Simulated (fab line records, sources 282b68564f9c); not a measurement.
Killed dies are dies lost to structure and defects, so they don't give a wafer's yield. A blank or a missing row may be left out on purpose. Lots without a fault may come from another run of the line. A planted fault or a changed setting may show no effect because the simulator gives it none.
A struck lot beside a sound one | flow rit_cmos | 28 steps out of a route of 202
Sound: wafers L729.2, L729.3, L729.4. Struck: wafers L738.1, L738.3, L738.6. The cause comes at the end.
At each step with rows: each side's tool, then ch and its chambers, then its first start. Under that, the readings that differ: sound wafers | struck wafers | difference of the means | sigmas: that difference in standard deviations of wafers without a fault.
alike: readings whose means differ by less than 2 such deviations, and words and numbers that are the same on both sides. not compared: withheld readings, readings that some wafer has no value for, bounds like >300 that may hide the same value, and numbers for which the record gives no deviation and whose values overlap.
The two part at a step that has a row with sigmas, a row that says differs or no value, or rows on one side only. Numbers that don't overlap but have no deviation are shown without sigmas and don't part them. A reading that every wafer of one side lacks parts them only if that side has two wafers or more.

RIT_ACTIVE_BOW_MEAS_00:
  sound on film_metro-01, day 2 01:01; struck on film_metro-01, day 3 22:00
  alike: INCOMING_BOW
RIT_ACTIVE_OXIDATION_01: target thk 46.8 nm, ox time 3360 s.
  sound on furnace-01 ch 0, day 2 01:10; struck on furnace-04 ch 0, day 3 22:58
  reading                                       | sound                | struck               | difference | sigmas
  spike_tc_load_C (C)                           | 1026.7 1026.3 1026.5 | 1031.3 1031.9 1033.5 | +5.7       | +3
  model.SiO2_of_ACTIVE_OXIDATION_01.thk_nm (nm) | 46.15 46.17 46.53    | 45.78 44.17 40.27    | -2.88      |
RIT_ACTIVE_THK_MEAS_02:
  sound on film_metro-03, day 2 03:06; struck on film_metro-01, day 4 00:54
  reading               | sound          | struck         | difference | sigmas
  ACTIVE_OXIDE_THK (nm) | 46.1 46.2 46.5 | 45.8 44.2 40.3 | -2.8       | -4
then, 1 step without rows for these wafers: RIT_ACTIVE_CVD_03 (deposits Si3N4 from SiH2Cl2/NH3, target thk 150 nm, time 1500 s).
RIT_ACTIVE_THK_MEAS_04:
  sound on film_metro-03, day 2 04:35; struck on film_metro-02, day 4 02:23
  alike: ACTIVE_NITRIDE_THK
then, 6 steps without rows for these wafers: RIT_ACTIVE_HMDS_05 (prime time 60 s); RIT_ACTIVE_COAT_06 (resist thk 1000 nm); RIT_ACTIVE_SOFTBAKE_07 (time 60 s); RIT_ACTIVE_EXPOSE_08 (exposes mask M1, target cd 1400 nm); RIT_ACTIVE_PEB_09; RIT_ACTIVE_DEVELOP_10 (develop time 50 s).
RIT_ACTIVE_CD_MEAS_11: target cd 1400 nm.
  sound on cd_sem-01, day 2 05:30; struck on cd_sem-01, day 4 03:25
  alike: cd_nm
then, 1 step without rows for these wafers: RIT_ACTIVE_HARDBAKE_12 (time 60 s).
RIT_ACTIVE_ETCH_13: etches Si3N4 in SF6, stops on SiO2, time 210 s, target depth 210 nm.
  sound on rie_diel-02 ch 0,1,2, day 2 05:45; struck on rie_diel-02 ch 0,1,2, day 4 03:41
  alike: SF6_flow_sccm, drypump_motor_current_A, oes_product_au, throttle_valve_pct
  not compared: rf_hours_counter_h
RIT_ACTIVE_STRIP_14: strips in O2, time 180 s.
  sound on plasma_asher-03 ch 0,1, day 2 05:53; struck on plasma_asher-03 ch 0, day 4 03:49
  alike: drypump_motor_current_A
  not compared: rf_hours_counter_h
RIT_ACTIVE_CD_MEAS_90: target cd 1400 nm.
  sound on cd_sem-02, day 2 06:05; struck on cd_sem-02, day 4 03:59
  alike: cd_nm
then, 4 steps without rows for these wafers: RIT_ACTIVE_CLEAN_15 (cleans in SC1, time 600 s); RIT_ACTIVE_CLEAN_16 (cleans in dHF, time 30 s); RIT_ACTIVE_CLEAN_17 (cleans in SC2, time 600 s); RIT_FOX1_OXIDATION_00 (target thk 350.7 nm, ox time 1130 s).
RIT_FOX1_THK_MEAS_01:
  sound on film_metro-03, day 2 09:58; struck on film_metro-03, day 4 06:05
  alike: FOX1_OXIDE_THK
then, 2 steps without rows for these wafers: RIT_FOX1_WET_ETCH_02 (etches SiO2 in BOE, target depth 350 nm, time 390 s); RIT_FOX2_OXIDATION_00 (target thk 350.7 nm, ox time 1130 s).
RIT_FOX2_THK_MEAS_01:
  sound on film_metro-04, day 2 12:21; struck on film_metro-02, day 4 07:34
  alike: FOX2_OXIDE_THK
then, 1 step without rows for these wafers: RIT_FOX2_CLEAN_02 (cleans in dHF, time 180 s).
RIT_FOX2_WET_ETCH_03: etches Si3N4 in H3PO4, target depth 195 nm, time 2700 s.
  sound on wet_bench-04 ch 1, day 2 12:28; struck on wet_bench-04 ch 2, day 4 07:41
  reading                                       | sound             | struck            | difference | sigmas
  model.SiO2_of_ACTIVE_OXIDATION_01.thk_nm (nm) | 41.19 40.81 41.21 | 40.62 38.89 35.35 | -2.78      |
RIT_FOX2_THK_MEAS_90:
  sound on film_metro-04, day 2 13:18; struck on film_metro-04, day 4 08:27
  alike: FIELD_OXIDE_LEFT_1_THK
RIT_M1_PROBE_99:
  sound on prober-01, day 4 07:10; struck on prober-01, day 5 23:01
  reading                             | sound           | struck            | difference | sigmas
  model.etest.pldd.width_nm (nm)      | 3189 3170 3164  | 3198 3232 3268    | +58        |
  model.etest.pplus_sal.width_nm (nm) | 3450 3434 3435  | 3460 3466 3474    | +27        |
  model.etest.nmos_narrow.drive_ua_um | 223.9 225 225.5 | 232.6 236.8 247.6 | +14.2      |
  alike: killed_at_contacts, killed_at_front_end, killed_dies, killed_open, killed_short
  not compared: model.etest.nldd.width_nm, model.etest.nplus_sal.width_nm, model.etest.pmos_narrow.drive_ua_um

WHERE THEY PART
First at RIT_ACTIVE_OXIDATION_01; last, within this record, at RIT_ACTIVE_THK_MEAS_02. Later steps at which nothing parts them and some readings are alike: RIT_ACTIVE_THK_MEAS_04, RIT_ACTIVE_CD_MEAS_11, RIT_ACTIVE_ETCH_13, RIT_ACTIVE_STRIP_14, RIT_ACTIVE_CD_MEAS_90, RIT_FOX1_THK_MEAS_01, RIT_FOX2_THK_MEAS_01, RIT_FOX2_THK_MEAS_90, RIT_M1_PROBE_99.

WHY: what the simulator had put in
Process parameter drift: furnace-04, from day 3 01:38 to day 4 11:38, at RIT_ACTIVE_OXIDATION_01. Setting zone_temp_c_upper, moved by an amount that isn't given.
